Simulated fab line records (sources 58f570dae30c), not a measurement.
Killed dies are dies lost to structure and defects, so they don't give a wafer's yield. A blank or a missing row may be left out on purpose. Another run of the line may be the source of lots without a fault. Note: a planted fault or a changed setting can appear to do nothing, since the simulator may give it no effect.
fab line records :: flow berkeley-cmos170 :: part 2 of 2: steps 27 to 37 of 37
[record]
  lots = 5
  wafers = 15
  last-day = 10
route steps=331 shown SILICIDE@211 CONTACT@216 M1@238
lots that met no fault: taken from a fault-free run of the same line
start-h: hours from the record's opening day to when the first of the lot's shown wafers began :: wait-h: hours elapsed since this lot's preceding step :: " repeats the value in the row above :: L1.1+2: one row covering several wafers at once :: - no value, or no start given :: * or withheld: withheld :: < > ~ a bound
route shown NAME@n: names a module that has steps shown in the file, with the first one's number in the route :: usual: the fault-free wafers' mean and standard deviation :: same: alike in all rows :: chamber/n: place in a boat :: sites: readings site by site :: _std_site: how widely they spread, as a standard deviation :: _edge_site: outer sites' mean less inner sites' :: radius-mm: how far each site lies from the wafer's centre :: mask NAME#n: copy n :: behind: the tool/chamber that last shaped the wafer :: hold: why the lot was held/for how many hours/how that ended :: device: names the non-switching transistor (n, p or np) :: end of line: the same wafers' tests at the end of the route :: where a step has no rows: the recipe by itself :: killed: dies that structure and defects cost at the first sort, which is not the same as the wafer's yield :: map: a wafer's dies, marking killed ones x, the rest . and places with no die _
set.NAME: setting as actually run; set.NAME@STEP: the setting as run at that earlier step :: model.NAME: the simulator's own value behind a step, which no gauge read
lots at some steps of the route; a table a step, a row a wafer
services: a tool's chamber out of use, with start hour (start-h, from the record's first day; less than 0 if before it), hours out, and reason
[[steps]]
[step UCB170_CONTACT_CLEAN_20]
[recipe]
  chemistry = SPM
  temp-c = 120
  time-s = 600
[usual]
  temp-c = 119.99/0.15
lot.wafer: L074.3
tool: wet-bench-01
chamber: 2
start-h: 182.91
wait-h: 0.1
temp-c: 120.10

lot.wafer: L074.5
tool: wet-bench-01
chamber: 2
start-h: 182.91
wait-h: 0.1
temp-c: 120.03

lot.wafer: L074.6
tool: wet-bench-01
chamber: 2
start-h: 182.91
wait-h: 0.1
temp-c: 120.19

lot.wafer: L075.1
tool: wet-bench-01
chamber: 0
start-h: 183.35
wait-h: 0.3
temp-c: 119.73

lot.wafer: L075.2
tool: wet-bench-01
chamber: 0
start-h: 183.35
wait-h: 0.3
temp-c: 119.78

lot.wafer: L075.4
tool: wet-bench-01
chamber: 0
start-h: 183.35
wait-h: 0.3
temp-c: 119.71

lot.wafer: L077.3
tool: wet-bench-03
chamber: 3
start-h: 189.02
wait-h: 0.1
temp-c: 120.14

lot.wafer: L077.5
tool: wet-bench-03
chamber: 3
start-h: 189.02
wait-h: 0.1
temp-c: 119.85

lot.wafer: L077.6
tool: wet-bench-03
chamber: 3
start-h: 189.02
wait-h: 0.1
temp-c: 119.71

lot.wafer: L078.3
tool: wet-bench-01
chamber: 3
start-h: 189.17
wait-h: 0.1
temp-c: 119.89

lot.wafer: L078.5
tool: wet-bench-01
chamber: 3
start-h: 189.17
wait-h: 0.1
temp-c: 119.81

lot.wafer: L078.6
tool: wet-bench-01
chamber: 3
start-h: 189.17
wait-h: 0.1
temp-c: 119.89

lot.wafer: L088.2
tool: wet-bench-04
chamber: 1
start-h: 234.68
wait-h: 0.5
temp-c: 120.19

lot.wafer: L088.4
tool: wet-bench-04
chamber: 1
start-h: 234.68
wait-h: 0.5
temp-c: 119.91

lot.wafer: L088.6
tool: wet-bench-04
chamber: 1
start-h: 234.68
wait-h: 0.5
temp-c: 120.03
[step UCB170_M1_SPUTTER_00]
[recipe]
  material = Al
  target-thk-nm = 600
  time-s = 80
  power-w = 6000
  chamber-pressure-pa = 0.5
[usual]
  throttle-valve-pct = 29.9/1
lot.wafer: L074.3
tool: pvd-sputter-01
chamber: -
start-h: 183.09
wait-h: 0.0
throttle-valve-pct: 30.4

lot.wafer: L074.5
tool: pvd-sputter-01
chamber: -
start-h: 183.09
wait-h: 0.0
throttle-valve-pct: 28.6

lot.wafer: L074.6
tool: pvd-sputter-01
chamber: -
start-h: 183.09
wait-h: 0.0
throttle-valve-pct: 30.1

lot.wafer: L075.1
tool: pvd-sputter-02
chamber: -
start-h: 183.52
wait-h: 0.0
throttle-valve-pct: 30.2

lot.wafer: L075.2
tool: pvd-sputter-02
chamber: -
start-h: 183.52
wait-h: 0.0
throttle-valve-pct: 30.0

lot.wafer: L075.4
tool: pvd-sputter-02
chamber: -
start-h: 183.52
wait-h: 0.0
throttle-valve-pct: 28.2

lot.wafer: L077.3
tool: pvd-sputter-01
chamber: -
start-h: 189.20
wait-h: 0.0
throttle-valve-pct: 28.8

lot.wafer: L077.5
tool: pvd-sputter-01
chamber: -
start-h: 189.20
wait-h: 0.0
throttle-valve-pct: 28.6

lot.wafer: L077.6
tool: pvd-sputter-01
chamber: -
start-h: 189.20
wait-h: 0.0
throttle-valve-pct: 31.5

lot.wafer: L078.3
tool: pvd-sputter-04
chamber: -
start-h: 189.35
wait-h: 0.0
throttle-valve-pct: 28.9

lot.wafer: L078.5
tool: pvd-sputter-04
chamber: -
start-h: 189.35
wait-h: 0.0
throttle-valve-pct: 29.5

lot.wafer: L078.6
tool: pvd-sputter-04
chamber: -
start-h: 189.35
wait-h: 0.0
throttle-valve-pct: 29.7

lot.wafer: L088.2
tool: pvd-sputter-01
chamber: -
start-h: 234.87
wait-h: 0.0
throttle-valve-pct: 30.9

lot.wafer: L088.4
tool: pvd-sputter-01
chamber: -
start-h: 234.87
wait-h: 0.0
throttle-valve-pct: 31.6

lot.wafer: L088.6
tool: pvd-sputter-01
chamber: -
start-h: 234.87
wait-h: 0.0
throttle-valve-pct: 30.0
[step UCB170_M1_RS_MEAS_01]
[recipe]
  thk-meas-gauge = four-point-probe
  reads = Al_of_M1_SPUTTER_00
[usual]
  M1_AL_RS = 0.0485/0.00076
lot.wafer: L074.3
tool: film-metro-02
chamber: -
start-h: 183.19
wait-h: 0.1
M1_AL_RS[ohm/sq]: 0.0479

lot.wafer: L074.5
tool: film-metro-02
chamber: -
start-h: 183.19
wait-h: 0.1
M1_AL_RS[ohm/sq]: 0.0478

lot.wafer: L074.6
tool: film-metro-02
chamber: -
start-h: 183.19
wait-h: 0.1
M1_AL_RS[ohm/sq]: 0.0489

lot.wafer: L075.1
tool: film-metro-04
chamber: -
start-h: 183.58
wait-h: 0.0
M1_AL_RS[ohm/sq]: 0.0489

lot.wafer: L075.2
tool: film-metro-04
chamber: -
start-h: 183.58
wait-h: 0.0
M1_AL_RS[ohm/sq]: 0.0496

lot.wafer: L075.4
tool: film-metro-04
chamber: -
start-h: 183.58
wait-h: 0.0
M1_AL_RS[ohm/sq]: 0.0484

lot.wafer: L077.3
tool: film-metro-04
chamber: -
start-h: 189.30
wait-h: 0.1
M1_AL_RS[ohm/sq]: 0.0475

lot.wafer: L077.5
tool: film-metro-04
chamber: -
start-h: 189.30
wait-h: 0.1
M1_AL_RS[ohm/sq]: 0.0474

lot.wafer: L077.6
tool: film-metro-04
chamber: -
start-h: 189.30
wait-h: 0.1
M1_AL_RS[ohm/sq]: 0.0481

lot.wafer: L078.3
tool: film-metro-01
chamber: -
start-h: 189.45
wait-h: 0.1
M1_AL_RS[ohm/sq]: 0.0486

lot.wafer: L078.5
tool: film-metro-01
chamber: -
start-h: 189.45
wait-h: 0.1
M1_AL_RS[ohm/sq]: 0.0489

lot.wafer: L078.6
tool: film-metro-01
chamber: -
start-h: 189.45
wait-h: 0.1
M1_AL_RS[ohm/sq]: 0.0499

lot.wafer: L088.2
tool: film-metro-02
chamber: -
start-h: 234.95
wait-h: 0.1
M1_AL_RS[ohm/sq]: 0.0483

lot.wafer: L088.4
tool: film-metro-02
chamber: -
start-h: 234.95
wait-h: 0.1
M1_AL_RS[ohm/sq]: 0.0492

lot.wafer: L088.6
tool: film-metro-02
chamber: -
start-h: 234.95
wait-h: 0.1
M1_AL_RS[ohm/sq]: 0.0480
[step UCB170_M1_THK_MEAS_02]
[recipe]
  thk-meas-gauge = xrf
  reads = Al_of_M1_SPUTTER_00
[usual]
  M1_AL_THK = 585/9
lot.wafer: L074.3
tool: film-metro-02
chamber: -
start-h: 183.29
wait-h: 0.1
M1_AL_THK[nm]: 589

lot.wafer: L074.5
tool: film-metro-02
chamber: -
start-h: 183.29
wait-h: 0.1
M1_AL_THK[nm]: 596

lot.wafer: L074.6
tool: film-metro-02
chamber: -
start-h: 183.29
wait-h: 0.1
M1_AL_THK[nm]: 587

lot.wafer: L075.1
tool: film-metro-04
chamber: -
start-h: 183.70
wait-h: 0.1
M1_AL_THK[nm]: 580

lot.wafer: L075.2
tool: film-metro-04
chamber: -
start-h: 183.70
wait-h: 0.1
M1_AL_THK[nm]: 571

lot.wafer: L075.4
tool: film-metro-04
chamber: -
start-h: 183.70
wait-h: 0.1
M1_AL_THK[nm]: 590

lot.wafer: L077.3
tool: film-metro-04
chamber: -
start-h: 189.40
wait-h: 0.1
M1_AL_THK[nm]: 600

lot.wafer: L077.5
tool: film-metro-04
chamber: -
start-h: 189.40
wait-h: 0.1
M1_AL_THK[nm]: 597

lot.wafer: L077.6
tool: film-metro-04
chamber: -
start-h: 189.40
wait-h: 0.1
M1_AL_THK[nm]: 590

lot.wafer: L078.3
tool: film-metro-01
chamber: -
start-h: 189.55
wait-h: 0.1
M1_AL_THK[nm]: 583

lot.wafer: L078.5
tool: film-metro-01
chamber: -
start-h: 189.55
wait-h: 0.1
M1_AL_THK[nm]: 579

lot.wafer: L078.6
tool: film-metro-01
chamber: -
start-h: 189.55
wait-h: 0.1
M1_AL_THK[nm]: 568

lot.wafer: L088.2
tool: film-metro-02
chamber: -
start-h: 235.06
wait-h: 0.1
M1_AL_THK[nm]: 592

lot.wafer: L088.4
tool: film-metro-02
chamber: -
start-h: 235.06
wait-h: 0.1
M1_AL_THK[nm]: 580

lot.wafer: L088.6
tool: film-metro-02
chamber: -
start-h: 235.06
wait-h: 0.1
M1_AL_THK[nm]: 591
[step UCB170_M1_COAT_03]
[recipe]
  resist = BARC
  temp-c = withheld
  time-s = withheld
  spin-rpm = 3000
  resist-thk-nm = withheld
[usual]
  dispense-pressure-kPa = 50.6/1.7
lot.wafer: L074.3
tool: litho-track-03
chamber: 0
start-h: 183.38
wait-h: 0.1
dispense-pressure-kPa: 51.4

lot.wafer: L074.5
tool: litho-track-03
chamber: 0
start-h: 183.38
wait-h: 0.1
dispense-pressure-kPa: 51.4

lot.wafer: L074.6
tool: litho-track-03
chamber: 0
start-h: 183.38
wait-h: 0.1
dispense-pressure-kPa: 51.4

lot.wafer: L075.1
tool: litho-track-02
chamber: 0
start-h: 183.76
wait-h: 0.1
dispense-pressure-kPa: 52.3

lot.wafer: L075.2
tool: litho-track-02
chamber: 0
start-h: 183.76
wait-h: 0.1
dispense-pressure-kPa: 52.3

lot.wafer: L075.4
tool: litho-track-02
chamber: 0
start-h: 183.76
wait-h: 0.1
dispense-pressure-kPa: 52.3

lot.wafer: L077.3
tool: litho-track-03
chamber: 0
start-h: 189.54
wait-h: 0.1
dispense-pressure-kPa: 51.4

lot.wafer: L077.5
tool: litho-track-03
chamber: 0
start-h: 189.54
wait-h: 0.1
dispense-pressure-kPa: 51.4

lot.wafer: L077.6
tool: litho-track-03
chamber: 0
start-h: 189.54
wait-h: 0.1
dispense-pressure-kPa: 51.4

lot.wafer: L078.3
tool: litho-track-02
chamber: 0
start-h: 189.64
wait-h: 0.1
dispense-pressure-kPa: 52.3

lot.wafer: L078.5
tool: litho-track-02
chamber: 0
start-h: 189.64
wait-h: 0.1
dispense-pressure-kPa: 52.3

lot.wafer: L078.6
tool: litho-track-02
chamber: 0
start-h: 189.64
wait-h: 0.1
dispense-pressure-kPa: 52.2

lot.wafer: L088.2
tool: litho-track-01
chamber: 0
start-h: 235.14
wait-h: 0.1
dispense-pressure-kPa: 48.2

lot.wafer: L088.4
tool: litho-track-01
chamber: 0
start-h: 235.14
wait-h: 0.1
dispense-pressure-kPa: 48.3

lot.wafer: L088.6
tool: litho-track-01
chamber: 0
start-h: 235.14
wait-h: 0.1
dispense-pressure-kPa: 48.3
[step UCB170_M1_COAT_04]
[recipe]
  resist = KrF
  spin-rpm = 1500
  resist-thk-nm = 900
[usual]
  dispense-pressure-kPa = 50.6/1.7
lot.wafer: L074.3
tool: litho-track-03
chamber: 0
start-h: -
wait-h: -
dispense-pressure-kPa: 51.4

lot.wafer: L074.5
tool: litho-track-03
chamber: 0
start-h: -
wait-h: -
dispense-pressure-kPa: 51.4

lot.wafer: L074.6
tool: litho-track-03
chamber: 0
start-h: -
wait-h: -
dispense-pressure-kPa: 51.4

lot.wafer: L075.1
tool: litho-track-02
chamber: 0
start-h: -
wait-h: -
dispense-pressure-kPa: 52.3

lot.wafer: L075.2
tool: litho-track-02
chamber: 0
start-h: -
wait-h: -
dispense-pressure-kPa: 52.3

lot.wafer: L075.4
tool: litho-track-02
chamber: 0
start-h: -
wait-h: -
dispense-pressure-kPa: 52.2

lot.wafer: L077.3
tool: litho-track-03
chamber: 0
start-h: -
wait-h: -
dispense-pressure-kPa: 51.4

lot.wafer: L077.5
tool: litho-track-03
chamber: 0
start-h: -
wait-h: -
dispense-pressure-kPa: 51.4

lot.wafer: L077.6
tool: litho-track-03
chamber: 0
start-h: -
wait-h: -
dispense-pressure-kPa: 51.3

lot.wafer: L078.3
tool: litho-track-02
chamber: 0
start-h: -
wait-h: -
dispense-pressure-kPa: 52.2

lot.wafer: L078.5
tool: litho-track-02
chamber: 0
start-h: -
wait-h: -
dispense-pressure-kPa: 52.2

lot.wafer: L078.6
tool: litho-track-02
chamber: 0
start-h: -
wait-h: -
dispense-pressure-kPa: 52.2

lot.wafer: L088.2
tool: litho-track-01
chamber: 0
start-h: -
wait-h: -
dispense-pressure-kPa: 48.3

lot.wafer: L088.4
tool: litho-track-01
chamber: 0
start-h: -
wait-h: -
dispense-pressure-kPa: 48.2

lot.wafer: L088.6
tool: litho-track-01
chamber: 0
start-h: -
wait-h: -
dispense-pressure-kPa: 48.3
[step UCB170_M1_SOFTBAKE_05]
[recipe]
  resist = KrF
  temp-c = 130
  time-s = 60
lot.wafer: L074.3+5+6
tool: litho-track-03
chamber: 0
start-h: -
wait-h: -

lot.wafer: L075.1+2+4
tool: litho-track-02
chamber: 0
start-h: -
wait-h: -

lot.wafer: L077.3+5+6
tool: litho-track-03
chamber: 0
start-h: -
wait-h: -

lot.wafer: L078.3+5+6
tool: litho-track-02
chamber: 0
start-h: -
wait-h: -

lot.wafer: L088.2+4+6
tool: litho-track-01
chamber: 0
start-h: -
wait-h: -
[step UCB170_M1_EXPOSE_06]
[recipe]
  mask-id = METAL1
  target-cd-nm = 700
  na = 0.5
  sigma-outer = 0.6
  source-shape = conventional
  dose-mj = 21
[usual]
  stage-vel-mm-s = 500.0/0.32
lot.wafer: L074.3
tool: krf-scanner-02
chamber: 0
start-h: 183.82
wait-h: -
mask: METAL1#0
stage-vel-mm-s: 500.1

lot.wafer: L074.5
tool: krf-scanner-02
chamber: 0
start-h: 183.82
wait-h: -
mask: METAL1#0
stage-vel-mm-s: 499.9

lot.wafer: L074.6
tool: krf-scanner-02
chamber: 0
start-h: 183.82
wait-h: -
mask: METAL1#0
stage-vel-mm-s: 500.0

lot.wafer: L075.1
tool: krf-scanner-01
chamber: 0
start-h: 184.34
wait-h: -
mask: METAL1#0
stage-vel-mm-s: 499.8

lot.wafer: L075.2
tool: krf-scanner-01
chamber: 0
start-h: 184.34
wait-h: -
mask: METAL1#0
stage-vel-mm-s: 500.2

lot.wafer: L075.4
tool: krf-scanner-01
chamber: 0
start-h: 184.34
wait-h: -
mask: METAL1#0
stage-vel-mm-s: 500.0

lot.wafer: L077.3
tool: krf-scanner-01
chamber: 0
start-h: 189.98
wait-h: -
mask: METAL1#0
stage-vel-mm-s: 500.7

lot.wafer: L077.5
tool: krf-scanner-01
chamber: 0
start-h: 189.98
wait-h: -
mask: METAL1#0
stage-vel-mm-s: 500.3

lot.wafer: L077.6
tool: krf-scanner-01
chamber: 0
start-h: 189.98
wait-h: -
mask: METAL1#0
stage-vel-mm-s: 500.2

lot.wafer: L078.3
tool: krf-scanner-02
chamber: 0
start-h: 190.22
wait-h: -
mask: METAL1#0
stage-vel-mm-s: 500.3

lot.wafer: L078.5
tool: krf-scanner-02
chamber: 0
start-h: 190.22
wait-h: -
mask: METAL1#0
stage-vel-mm-s: 499.8

lot.wafer: L078.6
tool: krf-scanner-02
chamber: 0
start-h: 190.22
wait-h: -
mask: METAL1#0
stage-vel-mm-s: 500.0

lot.wafer: L088.2
tool: krf-scanner-02
chamber: 0
start-h: 235.71
wait-h: -
mask: METAL1#0
stage-vel-mm-s: 499.7

lot.wafer: L088.4
tool: krf-scanner-02
chamber: 0
start-h: 235.71
wait-h: -
mask: METAL1#0
stage-vel-mm-s: 500.2

lot.wafer: L088.6
tool: krf-scanner-02
chamber: 0
start-h: 235.71
wait-h: -
mask: METAL1#0
stage-vel-mm-s: 499.5
[step UCB170_M1_PEB_07]
[recipe]
  peb-temp-c = 130
  peb-time-s = withheld
  resist = KrF
lot.wafer: L074.3+5+6
tool: litho-track-03
chamber: 0
start-h: 184.32
wait-h: 0.5

lot.wafer: L075.1+2+4
tool: litho-track-02
chamber: 0
start-h: 184.66
wait-h: 0.3

lot.wafer: L077.3+5+6
tool: litho-track-01
chamber: 0
start-h: 190.11
wait-h: 0.1

lot.wafer: L078.3+5+6
tool: litho-track-03
chamber: 0
start-h: 190.44
wait-h: 0.2

lot.wafer: L088.2+4+6
tool: litho-track-03
chamber: 0
start-h: 235.83
wait-h: 0.1
[step UCB170_M1_DEVELOP_08]
[recipe]
  developer = TMAH
  develop-time-s = 45
  resist = KrF
  dev-temp-c = 21
lot.wafer: L074.3+5+6
tool: litho-track-03
chamber: 0
start-h: -
wait-h: -

lot.wafer: L075.1+2+4
tool: litho-track-02
chamber: 0
start-h: -
wait-h: -

lot.wafer: L077.3+5+6
tool: litho-track-01
chamber: 0
start-h: -
wait-h: -

lot.wafer: L078.3+5+6
tool: litho-track-03
chamber: 0
start-h: -
wait-h: -

lot.wafer: L088.2+4+6
tool: litho-track-03
chamber: 0
start-h: -
wait-h: -
[step UCB170_M1_CD_MEAS_09]
[recipe]
  target-cd-nm = 700
[usual]
  cd-nm = 700.1/1.5
lot.wafer: L074.3
tool: cd-sem-01
chamber: -
start-h: 184.59
wait-h: -
cd-nm: 700.8

lot.wafer: L074.5
tool: cd-sem-01
chamber: -
start-h: 184.59
wait-h: -
cd-nm: 699.1

lot.wafer: L074.6
tool: cd-sem-01
chamber: -
start-h: 184.59
wait-h: -
cd-nm: 699.2

lot.wafer: L075.1
tool: cd-sem-02
chamber: -
start-h: 184.94
wait-h: -
cd-nm: 699.1

lot.wafer: L075.2
tool: cd-sem-02
chamber: -
start-h: 184.94
wait-h: -
cd-nm: 699.9

lot.wafer: L075.4
tool: cd-sem-02
chamber: -
start-h: 184.94
wait-h: -
cd-nm: 700.2

lot.wafer: L077.3
tool: cd-sem-02
chamber: -
start-h: 190.37
wait-h: -
cd-nm: 700.7

lot.wafer: L077.5
tool: cd-sem-02
chamber: -
start-h: 190.37
wait-h: -
cd-nm: 701.3

lot.wafer: L077.6
tool: cd-sem-02
chamber: -
start-h: 190.37
wait-h: -
cd-nm: 702.3

lot.wafer: L078.3
tool: cd-sem-02
chamber: -
start-h: 190.70
wait-h: -
cd-nm: 697.3

lot.wafer: L078.5
tool: cd-sem-02
chamber: -
start-h: 190.70
wait-h: -
cd-nm: 697.6

lot.wafer: L078.6
tool: cd-sem-02
chamber: -
start-h: 190.70
wait-h: -
cd-nm: 696.5

lot.wafer: L088.2
tool: cd-sem-01
chamber: -
start-h: 236.15
wait-h: -
cd-nm: 698.9

lot.wafer: L088.4
tool: cd-sem-01
chamber: -
start-h: 236.15
wait-h: -
cd-nm: 698.6

lot.wafer: L088.6
tool: cd-sem-01
chamber: -
start-h: 236.15
wait-h: -
cd-nm: 699.8
[[services]]
tool: rie-diel-04
chamber: 2
start-h: 154.10
hours: 8.6
kind: repair

tool: krf-scanner-02
chamber: 0
start-h: 167.21
hours: -
kind: calibration

tool: rie-diel-02
chamber: 3
start-h: 169.04
hours: -
kind: clean

tool: rie-diel-02
chamber: 3
start-h: 169.04
hours: 14.0
kind: scheduled-down

tool: rie-diel-02
chamber: 3
start-h: 169.04
hours: 14.0
kind: vent-cycle

tool: lpcvd-02
chamber: -
start-h: 169.98
hours: 2.3
kind: repair

tool: rie-diel-02
chamber: 1
start-h: 173.09
hours: 6.0
kind: repair

tool: krf-scanner-01
chamber: -
start-h: 174.88
hours: 0.8
kind: pm

tool: krf-scanner-02
chamber: -
start-h: 175.63
hours: 4.0
kind: pm

tool: rie-diel-04
chamber: 0
start-h: 176.83
hours: -
kind: clean

tool: rie-diel-04
chamber: 0
start-h: 176.83
hours: 15.7
kind: scheduled-down

tool: rie-diel-04
chamber: 0
start-h: 176.83
hours: 15.7
kind: vent-cycle

tool: rie-diel-01
chamber: 0
start-h: 191.19
hours: 1.4
kind: repair

tool: pvd-sputter-03
chamber: -
start-h: 191.94
hours: 6.4
kind: repair

tool: krf-scanner-01
chamber: 0
start-h: 193.77
hours: -
kind: calibration

tool: krf-scanner-01
chamber: -
start-h: 196.29
hours: 1.0
kind: pm

tool: pvd-sputter-01
chamber: -
start-h: 197.66
hours: 15.2
kind: repair

tool: rie-diel-04
chamber: 1
start-h: 202.27
hours: 11.4
kind: repair

tool: krf-scanner-01
chamber: -
start-h: 217.92
hours: 0.5
kind: repair

tool: rie-diel-01
chamber: -
start-h: 219.33
hours: 10.5
kind: repair

tool: pvd-sputter-02
chamber: -
start-h: 219.44
hours: 0.5
kind: repair

tool: krf-scanner-01
chamber: -
start-h: 221.55
hours: 10.1
kind: repair

tool: pvd-sputter-03
chamber: -
start-h: 232.29
hours: 2.1
kind: repair

tool: plasma-asher-02
chamber: -
start-h: 235.21
hours: 0.7
kind: repair
